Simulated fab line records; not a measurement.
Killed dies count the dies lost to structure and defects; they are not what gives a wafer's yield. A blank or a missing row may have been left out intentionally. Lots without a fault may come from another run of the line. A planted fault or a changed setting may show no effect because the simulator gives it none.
fab line records -- flow berkeley-cmos170
record: lots: 14, wafers: 42, last-day: 12
route steps=331 shown ACTIVE@66 PLDD@153 PSD@184 NSD@193
lots untouched by any fault: they come from a run of this same line in which no faults occurred
start-h: the number of hours between the record's first day and the start of the first shown wafer of the lot -- wait-h: time in hours since the lot's previous step -- " same as the row above -- L1.1+2: one row covering several wafers at once -- - either no value or no given start -- * or withheld: withheld -- < > ~ a bound
route shown NAME@n: names a module that has steps shown in the file, with the first one's number in the route -- usual: mean/standard deviation of fault-free wafers -- same: alike in all rows -- chamber/n: place in a boat -- sites: readings site by site -- _std_site: standard deviation of those values -- _edge_site: mean of outer sites minus mean of inner sites -- radius-mm: how far each site lies from the wafer's centre -- mask NAME#n: copy n -- behind: tool/chamber where the wafer was last shaped -- hold: what put the lot on hold/how long, in hours/how the hold closed -- device: which transistor (n, p or np) failed to switch -- end of line: the route-end tests of the same wafers -- a step without rows: its recipe alone -- killed: dies lost to structure and defects at the first sort, not the wafer's yield -- map: a wafer's dies, marking killed ones x, the rest . and places with no die _
set.NAME: setting as actually run; set.NAME@STEP: the setting as run at that earlier step -- model.NAME: the simulator's own value behind a step, which no gauge read
a sample of lots followed through the steps of the route, with each step as a table and each wafer as a row
services: the hour from which a tool's chamber was out of use, counted from the record's first day as start-h (under 0 if before that day), plus the number of hours and why
== steps ==
step: UCB170_ACTIVE_THK_MEAS_06
recipe: reads: Si3N4_of_ACTIVE_CVD_05
usual: ACTIVE_NITRIDE_THK: 219.3/1.8
lot.wafer,tool,chamber,start-h,wait-h,ACTIVE_NITRIDE_THK[nm]
L430.1,film-metro-03,-,90.78,0.0,220.5
L430.2,film-metro-03,-,90.78,0.0,221.5
L430.4,film-metro-03,-,90.78,0.0,220.5
L432.1,film-metro-04,-,100.23,0.0,219.5
L432.2,film-metro-04,-,100.23,0.0,219.7
L432.4,film-metro-04,-,100.23,0.0,220.1
L433.2,film-metro-03,-,100.24,0.0,220.3
L433.4,film-metro-03,-,100.24,0.0,221.2
L433.6,film-metro-03,-,100.24,0.0,220.2
L431.3,film-metro-01,-,100.25,0.0,220.4
L431.4,film-metro-01,-,100.25,0.0,220.6
L431.5,film-metro-01,-,100.25,0.0,219.5
L434.1,film-metro-04,-,105.91,0.0,217.0
L434.2,film-metro-04,-,105.91,0.0,217.6
L434.6,film-metro-04,-,105.91,0.0,217.8
L435.1,film-metro-03,-,119.27,0.0,217.0
L435.5,film-metro-03,-,119.27,0.0,217.5
L435.6,film-metro-03,-,119.27,0.0,216.2
L436.1,film-metro-04,-,119.27,0.0,219.5
L436.3,film-metro-04,-,119.27,0.0,219.8
L436.6,film-metro-04,-,119.27,0.0,219.8
L438.1,film-metro-01,-,126.60,0.0,219.7
L438.2,film-metro-01,-,126.60,0.0,218.0
L438.4,film-metro-01,-,126.60,0.0,220.1
L437.2,film-metro-03,-,126.61,0.0,218.9
L437.4,film-metro-03,-,126.61,0.0,219.8
L437.6,film-metro-03,-,126.61,0.0,218.1
L440.1,film-metro-03,-,132.10,0.0,216.7
L440.3,film-metro-03,-,132.10,0.0,217.4
L440.5,film-metro-03,-,132.10,0.0,218.4
L439.4,film-metro-04,-,132.13,0.0,220.0
L439.5,film-metro-04,-,132.13,0.0,222.5
L439.6,film-metro-04,-,132.13,0.0,223.4
L451.1,film-metro-04,-,191.36,0.0,220.0
L451.2,film-metro-04,-,191.36,0.0,219.7
L451.6,film-metro-04,-,191.36,0.0,219.7
L453.1,film-metro-01,-,206.14,0.0,221.4
L453.5,film-metro-01,-,206.14,0.0,220.0
L453.6,film-metro-01,-,206.14,0.0,220.8
L452.2,film-metro-03,-,206.15,0.0,216.9
L452.3,film-metro-03,-,206.15,0.0,219.8
L452.6,film-metro-03,-,206.15,0.0,218.5
step: UCB170_PLDD_IMPLANT_08
recipe: species: BF2, dose-cm2: 5e+13, energy-kev: 10, tilt-deg: 7, rotation-deg: 0
same: implant-ion-amu: 49
lot.wafer,tool,chamber,start-h,wait-h
L430.1+2+4,implanter-02,0,149.49,0.0
L434.1+2+6,implanter-03,0,165.96,0.0
L431.3+4+5,implanter-01,0,165.99,0.1
L432.1+2+4,implanter-02,0,166.24,0.2
L433.2+4+6,implanter-03,0,166.28,0.1
L437.2+4+6,implanter-02,0,181.40,0.0
L435.1+5+6,implanter-03,0,181.55,0.0
L436.1+3+6,implanter-02,0,181.83,0.0
L438.1+2+4,implanter-03,0,182.10,0.0
L440.1+3+5,implanter-01,0,197.60,0.0
L440.1+3+5,implanter-01,0,198.19,0.6
L439.4+5+6,implanter-02,0,197.68,0.1
L439.4+5+6,implanter-02,0,198.00,0.3
L451.1+2+6,implanter-02,0,251.30,0.0
L452.2+3+6,implanter-01,0,258.66,0.0
L453.1+5+6,implanter-01,0,259.18,0.0
step: UCB170_PLDD_TW_MEAS_11
usual: PLDD_TW: 1006/11
lot.wafer,tool,chamber,start-h,wait-h,PLDD_TW
L430.1,film-metro-03,-,149.89,0.1,997
L430.2,film-metro-03,-,149.89,0.1,995
L430.4,film-metro-03,-,149.89,0.1,996
L434.1,film-metro-01,-,166.36,0.1,1007
L434.2,film-metro-01,-,166.36,0.1,1007
L434.6,film-metro-01,-,166.36,0.1,1010
L431.3,film-metro-04,-,166.61,0.1,1019
L431.4,film-metro-04,-,166.61,0.1,1027
L431.5,film-metro-04,-,166.61,0.1,1019
L432.1,film-metro-03,-,166.67,0.1,999
L432.2,film-metro-03,-,166.67,0.1,995
L432.4,film-metro-03,-,166.67,0.1,992
L433.2,film-metro-01,-,166.68,0.1,1003
L433.4,film-metro-01,-,166.68,0.1,1001
L433.6,film-metro-01,-,166.68,0.1,1003
L437.2,film-metro-01,-,181.78,0.1,1007
L437.4,film-metro-01,-,181.78,0.1,1005
L437.6,film-metro-01,-,181.78,0.1,1010
L435.1,film-metro-04,-,181.95,0.1,1023
L435.5,film-metro-04,-,181.95,0.1,1023
L435.6,film-metro-04,-,181.95,0.1,1026
L436.1,film-metro-03,-,182.23,0.1,996
L436.3,film-metro-03,-,182.23,0.1,998
L436.6,film-metro-03,-,182.23,0.1,992
L438.1,film-metro-01,-,182.50,0.1,1008
L438.2,film-metro-01,-,182.50,0.1,1008
L438.4,film-metro-01,-,182.50,0.1,1003
L439.4,film-metro-04,-,198.45,0.1,1154
L439.5,film-metro-04,-,198.45,0.1,1158
L439.6,film-metro-04,-,198.45,0.1,1154
L440.1,film-metro-03,-,198.59,0.1,1140
L440.3,film-metro-03,-,198.59,0.1,1126
L440.5,film-metro-03,-,198.59,0.1,1133
L451.1,film-metro-03,-,251.70,0.1,991
L451.2,film-metro-03,-,251.70,0.1,994
L451.6,film-metro-03,-,251.70,0.1,990
L452.2,film-metro-03,-,259.04,0.1,992
L452.3,film-metro-03,-,259.04,0.1,993
L452.6,film-metro-03,-,259.04,0.1,993
L453.1,film-metro-03,-,259.58,0.1,997
L453.5,film-metro-03,-,259.58,0.1,998
L453.6,film-metro-03,-,259.58,0.1,988
step: UCB170_PSD_STRIP_09
recipe: chemistry: O2, power-w: 400, pressure-mtorr: 3500, platen-temp-c: withheld, o2-flow-sccm: 400, overash-fraction: 0.5
usual: drypump-motor-current-A: 5.9/0.32, oes-product-au: 0.600/0.0048, strip-time-to-endpoint-s: 29.42/0.084
lot.wafer,tool,chamber,start-h,wait-h,drypump-motor-current-A,oes-product-au,rf-hours-counter-h,strip-time-to-endpoint-s
L430.1,plasma-asher-02,1,159.72,0.1,6.1,0.600,43,29.44
L430.2,plasma-asher-02,0,159.72,0.1,5.5,0.595,43,29.45
L430.4,plasma-asher-02,1,159.72,0.1,6.1,0.602,-,29.33
L431.3,plasma-asher-02,0,176.79,0.1,5.5,0.598,-,29.35
L431.4,plasma-asher-02,1,176.79,0.1,6.1,0.606,-,29.36
L431.5,plasma-asher-02,0,176.79,0.1,5.5,0.606,-,29.44
L434.1,plasma-asher-03,0,176.85,0.1,5.9,0.594,7,29.36
L434.2,plasma-asher-03,1,176.85,0.1,6.1,0.594,7,29.41
L434.6,plasma-asher-03,0,176.85,0.1,5.9,0.598,-,29.42
L432.1,plasma-asher-01,1,177.09,0.1,6.4,0.602,40,29.51
L432.2,plasma-asher-01,0,177.09,0.1,6.5,0.598,40,29.51
L432.4,plasma-asher-01,1,177.09,0.1,6.4,0.600,-,29.53
L433.2,plasma-asher-02,0,177.21,0.1,5.5,0.596,45,29.55
L433.4,plasma-asher-02,1,177.21,0.1,6.1,0.599,-,29.59
L433.6,plasma-asher-02,1,177.21,0.1,6.1,0.596,-,29.60
L437.2,plasma-asher-03,0,191.93,0.1,5.9,0.598,8,29.40
L437.4,plasma-asher-03,0,191.93,0.1,5.9,0.603,-,29.36
L437.6,plasma-asher-03,1,191.93,0.1,6.1,0.593,-,29.37
L435.1,plasma-asher-02,0,192.00,0.1,5.5,0.597,46,29.39
L435.5,plasma-asher-02,1,192.00,0.1,6.1,0.593,-,29.34
L435.6,plasma-asher-02,0,192.00,0.1,5.5,0.598,-,29.38
L436.1,plasma-asher-03,1,192.22,0.1,6.1,0.596,8,29.19
L436.3,plasma-asher-03,1,192.22,0.1,6.1,0.609,-,29.21
L436.6,plasma-asher-03,1,192.22,0.1,6.1,0.593,-,29.17
L438.1,plasma-asher-02,1,192.65,0.1,6.1,0.595,47,29.51
L438.2,plasma-asher-02,0,192.65,0.1,5.5,0.604,47,29.47
L438.4,plasma-asher-02,0,192.65,0.1,5.5,0.602,-,29.49
L440.1,plasma-asher-02,0,211.30,0.1,5.5,0.604,49,29.49
L440.3,plasma-asher-02,0,211.30,0.1,5.5,0.599,-,29.40
L440.5,plasma-asher-02,1,211.30,0.1,6.1,0.605,-,29.44
L439.4,plasma-asher-01,0,211.61,0.1,6.5,0.590,-,29.48
L439.5,plasma-asher-01,0,211.61,0.1,6.5,0.599,-,29.42
L439.6,plasma-asher-01,1,211.61,0.1,6.4,0.597,-,29.38
L451.1,plasma-asher-02,0,262.83,0.1,5.5,0.610,54,29.39
L451.2,plasma-asher-02,1,262.83,0.1,6.1,0.600,54,29.47
L451.6,plasma-asher-02,0,262.83,0.1,5.5,0.596,-,29.55
L452.2,plasma-asher-02,0,268.17,0.1,5.6,0.601,55,29.29
L452.3,plasma-asher-02,1,268.17,0.1,6.1,0.600,-,29.40
L452.6,plasma-asher-02,0,268.17,0.1,5.5,0.601,-,29.41
L453.1,plasma-asher-02,1,268.83,0.1,6.1,0.598,55,29.40
L453.5,plasma-asher-02,0,268.83,0.1,5.5,0.601,-,29.42
L453.6,plasma-asher-02,1,268.83,0.1,6.1,0.598,-,29.32
step: UCB170_NSD_CD_MEAS_06
recipe: target-cd-nm: 1200
usual: cd-nm: 1199.8/1.3
lot.wafer,tool,chamber,start-h,wait-h,cd-nm
L430.1,cd-sem-02,-,162.54,-,1198.3
L430.2,cd-sem-02,-,162.54,-,1198.5
L430.4,cd-sem-02,-,162.54,-,1199.7
L431.3,cd-sem-02,-,178.12,-,1201.3
L431.4,cd-sem-02,-,178.12,-,1200.8
L431.5,cd-sem-02,-,178.12,-,1200.4
L434.1,cd-sem-02,-,178.41,-,1199.5
L434.2,cd-sem-02,-,178.41,-,1199.8
L434.6,cd-sem-02,-,178.41,-,1197.2
L432.1,cd-sem-02,-,178.95,-,1201.9
L432.2,cd-sem-02,-,178.95,-,1202.9
L432.4,cd-sem-02,-,178.95,-,1200.5
L433.2,cd-sem-01,-,179.15,-,1200.1
L433.4,cd-sem-01,-,179.15,-,1199.7
L433.6,cd-sem-01,-,179.15,-,1201.2
L435.1,cd-sem-02,-,193.82,-,1198.0
L435.5,cd-sem-02,-,193.82,-,1198.9
L435.6,cd-sem-02,-,193.82,-,1199.1
L437.2,cd-sem-02,-,194.03,-,1199.2
L437.4,cd-sem-02,-,194.03,-,1198.3
L437.6,cd-sem-02,-,194.03,-,1199.5
L436.1,cd-sem-01,-,196.16,-,1201.2
L436.3,cd-sem-01,-,196.16,-,1200.0
L436.6,cd-sem-01,-,196.16,-,1201.4
L438.1,cd-sem-02,-,196.71,-,1199.7
L438.2,cd-sem-02,-,196.71,-,1200.3
L438.4,cd-sem-02,-,196.71,-,1198.7
L440.1,cd-sem-02,-,212.72,-,1199.9
L440.3,cd-sem-02,-,212.72,-,1198.6
L440.5,cd-sem-02,-,212.72,-,1198.8
L439.4,cd-sem-01,-,213.23,-,1198.6
L439.5,cd-sem-01,-,213.23,-,1199.1
L439.6,cd-sem-01,-,213.23,-,1198.1
L451.1,cd-sem-02,-,264.66,-,1200.6
L451.2,cd-sem-02,-,264.66,-,1201.0
L451.6,cd-sem-02,-,264.66,-,1199.5
L452.2,cd-sem-01,-,269.39,-,1198.9
L452.3,cd-sem-01,-,269.39,-,1198.9
L452.6,cd-sem-01,-,269.39,-,1198.5
L453.1,cd-sem-02,-,270.52,-,1199.7
L453.5,cd-sem-02,-,270.52,-,1200.3
L453.6,cd-sem-02,-,270.52,-,1199.9
step: UCB170_SDANNEAL_RS_MEAS_04
recipe: thk-meas-gauge: four-point-probe
usual: PLDD_RS: 1031.2/2.6
lot.wafer,tool,chamber,start-h,wait-h,PLDD_RS[ohm/sq]
L430.1,film-metro-01,-,165.45,0.1,1031.7
L430.2,film-metro-01,-,165.45,0.1,1032.6
L430.4,film-metro-01,-,165.45,0.1,1033.1
L431.3,film-metro-04,-,179.86,0.1,1033.6
L431.4,film-metro-04,-,179.86,0.1,1029.6
L431.5,film-metro-04,-,179.86,0.1,1032.5
L434.1,film-metro-03,-,180.24,0.1,1032.4
L434.2,film-metro-03,-,180.24,0.1,1027.5
L434.6,film-metro-03,-,180.24,0.1,1031.6
L432.1,film-metro-04,-,180.70,0.1,1033.2
L432.2,film-metro-04,-,180.70,0.1,1032.5
L432.4,film-metro-04,-,180.70,0.1,1034.8
L433.2,film-metro-03,-,180.88,0.1,1030.1
L433.4,film-metro-03,-,180.88,0.1,1029.5
L433.6,film-metro-03,-,180.88,0.1,1028.1
L435.1,film-metro-04,-,197.80,0.1,1032.8
L435.5,film-metro-04,-,197.80,0.1,1031.6
L435.6,film-metro-04,-,197.80,0.1,1030.0
L437.2,film-metro-01,-,197.95,0.1,1032.1
L437.4,film-metro-01,-,197.95,0.1,1033.0
L437.6,film-metro-01,-,197.95,0.1,1034.0
L436.1,film-metro-01,-,198.60,0.1,1028.9
L436.3,film-metro-01,-,198.60,0.1,1030.4
L436.6,film-metro-01,-,198.60,0.1,1029.7
L438.1,film-metro-03,-,198.93,0.1,1032.9
L438.2,film-metro-03,-,198.93,0.1,1035.2
L438.4,film-metro-03,-,198.93,0.1,1034.6
L440.1,film-metro-01,-,214.62,0.1,754.3
L440.3,film-metro-01,-,214.62,0.1,754.4
L440.5,film-metro-01,-,214.62,0.1,752.9
L439.4,film-metro-04,-,215.08,0.1,755.3
L439.5,film-metro-04,-,215.08,0.1,759.5
L439.6,film-metro-04,-,215.08,0.1,757.6
L451.1,film-metro-03,-,269.16,0.1,1031.3
L451.2,film-metro-03,-,269.16,0.1,1033.7
L451.6,film-metro-03,-,269.16,0.1,1034.4
L452.2,film-metro-01,-,271.31,0.1,1034.2
L452.3,film-metro-01,-,271.31,0.1,1030.0
L452.6,film-metro-01,-,271.31,0.1,1032.3
L453.1,film-metro-01,-,272.28,0.1,1031.6
L453.5,film-metro-01,-,272.28,0.1,1031.2
L453.6,film-metro-01,-,272.28,0.1,1027.5
== services ==
tool,chamber,start-h,hours,kind
implanter-01,-,179.73,3.6,pm
plasma-asher-01,-,191.28,8.9,repair
implanter-02,-,201.66,1.3,repair
implanter-01,-,224.28,6.6,repair
plasma-asher-01,-,229.33,0.5,repair
implanter-03,-,231.55,9.3,repair
implanter-03,-,255.68,5.2,repair
implanter-03,-,263.34,4.2,repair
== key ==
first-sign: step: UCB170_PLDD_IMPLANT_08, reading: visit, direction: added
effect: step: UCB170_PLDD_TW_MEAS_11, reading: PLDD_TW, direction: up, sigmas: 12, usual: 1006, struck: 1144
effect: step: UCB170_SDANNEAL_RS_MEAS_04, reading: PLDD_RS, direction: down, sigmas: 99+, usual: 1031.2, struck: 755.7
met-at UCB170_PLDD_IMPLANT_08
struck-lots L439,L440
tester-left-out L439,L440
not-acting-at UCB170_ACTIVE_THK_MEAS_06,UCB170_PSD_STRIP_09,UCB170_NSD_CD_MEAS_06
fault: kind: repeated-step-whole, tool: implanter-01,implanter-02,implanter-03, chamber: -, onset-h: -, steps: UCB170_PLDD_IMPLANT_08, times: 1, scope: struck-lots-only
tester-left-out: of these lots the tester's yield and bins aren't shown, on N5 and GAA mostly nor the transistor test; their killed dies are dies lost to structure and defects alone, not to doping, threshold or leakage, so they don't give the yield
